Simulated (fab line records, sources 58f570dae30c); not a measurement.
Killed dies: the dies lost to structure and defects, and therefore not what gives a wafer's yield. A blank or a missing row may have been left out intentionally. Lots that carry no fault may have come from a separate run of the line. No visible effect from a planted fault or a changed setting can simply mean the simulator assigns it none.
8D (eight disciplines) problem report, filled in by code / flow berkeleyCmos170 / the parts of the form that need people (team, actions taken, sign-off) are left out

## 1. THE ISSUE
Mean NWELL_TW at UCB170_NWELL_TW_MEAS_16: 1152 over 6 wafers in 2 lots; fault-free wafers: 1256, standard deviation 7.1. Measured from the usual mean, that is -15 standard deviations.
The first sign was on wafer L178.2 at day 3 00:37, on filmMetro-03. At this step, 42 wafers from 14 lots have a number in the record. Rule for "out", or "out of limits": more than 4 standard deviations from the usual mean. The rest of the wafers with a number are treated as sound.

## 2. WHAT THIS IS AND IS NOT
question=which readings at this step | is=NWELL_TW | is not=-
question=which lots | is=L178, L181 | is not=L175, L176, L177, L179, L185, L189, L193, L194, L195, L196, L197, L198
question=which wafers of those lots | is=all that have a number | is not=-
question=read on which gauges | is=filmMetro-03, filmMetro-04 | is not=-
question=when | is=from day 3 00:37 | is not=up to then (9 sound wafers); but 27 sound wafers of L179, L185, L189, L193, L194, L195, L196, L197, L198 came after

## 3. WHAT RULES OUT EACH SUSPECT
Counting: a tool stays on the suspect list if, at a process step up to the reading, it processed all lots that are out and no sound lot following the first of them.
- ruled out: the gauge at UCB170_NWELL_TW_MEAS_16. Those wafers that are out were read across 2 gauges (filmMetro-03, filmMetro-04).
- implanter-04 at UCB170_NWELL_IMPLANT_14: ruled out as a lasting fault. Following L178 (day 3 00:23), the first lot on it that is out, the sound lots L194, L198 were run on it.
Left after counting: nothing in the record.

## 4. THE CAUSE (what the simulator had put in)
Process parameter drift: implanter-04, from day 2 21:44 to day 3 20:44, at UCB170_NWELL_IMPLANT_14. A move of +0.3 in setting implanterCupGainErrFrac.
It was ruled out by counting, in error; the rule expects a fault to strike all lots run on its tool from its start on, and this fault did not.

## 5. SEQUENCE OF EFFECTS, ordered by route
Rows list readings where the struck wafers' mean (over those with a number) sits beyond 3 standard deviations from the usual. Readings are gone through only where the record gives a usual standard deviation; hours: the median, over the lots, of the time from a lot's start at the first step in this table giving one to that lot's start at this step; sigmas: the change measured in usual standard deviations.
hours=0; step=UCB170_NWELL_IMPLANT_14; reading=beamOnS; usual=10.02 s; on struck wafers=7.72; change=-2.30; sigmas=-11
hours=0; step=UCB170_NWELL_IMPLANT_14; reading=faradayCurrentUA; usual=31.6; on struck wafers=41.1; change=+9.5; sigmas=+14
hours=0; step=UCB170_NWELL_TW_MEAS_16; reading=NWELL_TW; usual=1256; on struck wafers=1152; change=-104; sigmas=-15
Process steps it contains:
- UCB170_NWELL_IMPLANT_14
Later measuring or inspecting steps at which every struck wafer that the step has a row for has a number for every such reading, and none has moved that far: UCB170_PFIELD_TW_MEAS_09.

## 6. WHAT WOULD HAVE CAUGHT IT SOONER
Counted from the fault's start at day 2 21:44, it took 3 hours until the first out-of-limits reading at a measuring or inspecting step in this record, taken at day 3 00:37.
Tool's own readings at UCB170_NWELL_IMPLANT_14, beamOnS, faradayCurrentUA: out on all struck wafers the step has rows for; an alarm limit on them would have tripped on the first.
